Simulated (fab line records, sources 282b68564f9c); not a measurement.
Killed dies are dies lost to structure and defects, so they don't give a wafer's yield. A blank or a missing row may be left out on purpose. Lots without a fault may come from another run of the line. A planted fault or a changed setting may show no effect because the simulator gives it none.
Which tool did it? | flow rit_cmos | 14 lots, 42 wafers sampled, at 2 steps of a route of 202

WHAT THE GAUGES READ, wafer by wafer
The record holds no reading of a measuring or inspecting step that can be judged against a usual standard deviation.

WHICH TOOL RAN EACH LOT (tool, then ch and the chambers of the sampled wafers, then the start)
lot  | RIT_CONTACT_STRIP_12                | RIT_M1_PROBE_99
L189 | plasma_asher-03 ch 0,1, day 3 06:35 | -
L190 | plasma_asher-02 ch 0,1, day 3 12:08 | -
L191 | plasma_asher-02 ch 0,1, day 3 16:36 | -
L192 | plasma_asher-02 ch 0,1, day 4 00:20 | -
L194 | plasma_asher-04 ch 0,1, day 4 06:40 | prober-02, day 4 11:37
L196 | plasma_asher-03 ch 0,1, day 4 21:21 | prober-02, day 5 02:04
L197 | plasma_asher-03 ch 0,1, day 5 00:55 | prober-01, day 5 05:48
L202 | plasma_asher-02 ch 0,1, day 6 01:11 | -
L204 | plasma_asher-02 ch 0,1, day 6 11:01 | prober-01, day 6 16:02
L207 | plasma_asher-04 ch 0,1, day 7 01:44 | -
L208 | plasma_asher-03 ch 0,1, day 7 04:26 | -
L209 | plasma_asher-04 ch 0,1, day 7 13:57 | prober-02, day 7 19:03
L211 | plasma_asher-03 ch 0,1, day 7 21:28 | prober-02, day 8 02:18
L212 | plasma_asher-04 ch 0,1, day 8 04:55 | -
- RIT_CONTACT_STRIP_12: strips in O2, time 180 s.
- RIT_M1_PROBE_99

WHAT THE TOOLS THEMSELVES READ (means of the sampled wafers that have a number; where no wafer has one, the mark that the record gives instead)
RIT_CONTACT_STRIP_12.
lot  | tool            | drypump_motor_current_A (A) | run_length_s (s)
L189 | plasma_asher-03 | 6.2                         | 208.0
L190 | plasma_asher-02 | 5.6                         | 208.7
L191 | plasma_asher-02 | 5.6                         | 208.1
L192 | plasma_asher-02 | 5.5                         | 208.6
L194 | plasma_asher-04 | 6.1                         | 208.0
L196 | plasma_asher-03 | 5.9                         | 208.5
L197 | plasma_asher-03 | 6.2                         | 208.5
L202 | plasma_asher-02 | 5.6                         | 215.9
L204 | plasma_asher-02 | 5.6                         | 224.2
L207 | plasma_asher-04 | 6.1                         | 208.0
L208 | plasma_asher-03 | 6.2                         | 208.2
L209 | plasma_asher-04 | 5.9                         | 208.1
L211 | plasma_asher-03 | 6.2                         | 208.2
L212 | plasma_asher-04 | 6.1                         | 208.0

RIT_M1_PROBE_99.
lot  | tool      | killed_at_M0_to_M3 | killed_at_contacts | killed_at_front_end | killed_dies | killed_on_rim | killed_open | killed_short
L194 | prober-02 | 0.0                | 0.0                | 6.3                 | 6.3         | 1.0           | 1.3         | 5.0
L196 | prober-02 | 0.0                | 0.0                | 6.3                 | 6.3         | 1.0           | 3.0         | 3.3
L197 | prober-01 | 0.0                | 0.3                | 9.7                 | 10.0        | 2.3           | 5.3         | 4.7
L204 | prober-01 | 0.0                | 0.3                | 2.3                 | 2.7         | 0.7           | 1.3         | 1.3
L209 | prober-02 | 0.0                | 0.0                | 4.7                 | 4.7         | 1.3           | 3.0         | 1.7
L211 | prober-02 | 0.0                | 0.0                | 6.0                 | 6.0         | 2.0           | 3.7         | 2.3

THE ANSWER, worked out from the rows above alone
Rule: what is usual is taken from the lots themselves. Put in order of their means at a reading, lots are off if they are a third of the lots or fewer, leave a main group of 4 or more, and stand apart from it by a gap of 3 or more times the standard deviation of the main group's means; of several such gaps the widest counts. A main group whose means are all the same, to the digits that the tables above print for the reading, isn't used. A lot without any number at a reading at which 4 lots or more have one is off too. The other lots that the step has rows for count as sound. The gauges are gone through in route order, then the tools' own readings, and for those a lot's mean is taken as printed above. The first step at which some lot is off is used, and at that step the reading that is off furthest; a lot without a number counts as furthest.
Off: L202, L204, at RIT_CONTACT_STRIP_12 (run_length_s). The main group: mean 208.2 s, standard deviation 0.25.
A tool fits if, at that step or a process step before it, it ran every lot that is off, and no sound lot after the first of them. One fits: plasma_asher-02 at RIT_CONTACT_STRIP_12. Its last sound lot is L192 (day 4 00:20), its first lot that is off L202 (day 6 01:11): a fault that began between those two fits.
The tool's own readings at RIT_CONTACT_STRIP_12 bear it out: on the lots that are off they differ by more than 5 times the standard deviation of the sound lots' means. run_length_s reads 220.1 s there against 208.2 s on the sound lots.

WHAT THE SIMULATOR HAD PUT IN
Process parameter drift: plasma_asher-02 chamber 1, from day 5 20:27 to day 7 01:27, at RIT_CONTACT_STRIP_12. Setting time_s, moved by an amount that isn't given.
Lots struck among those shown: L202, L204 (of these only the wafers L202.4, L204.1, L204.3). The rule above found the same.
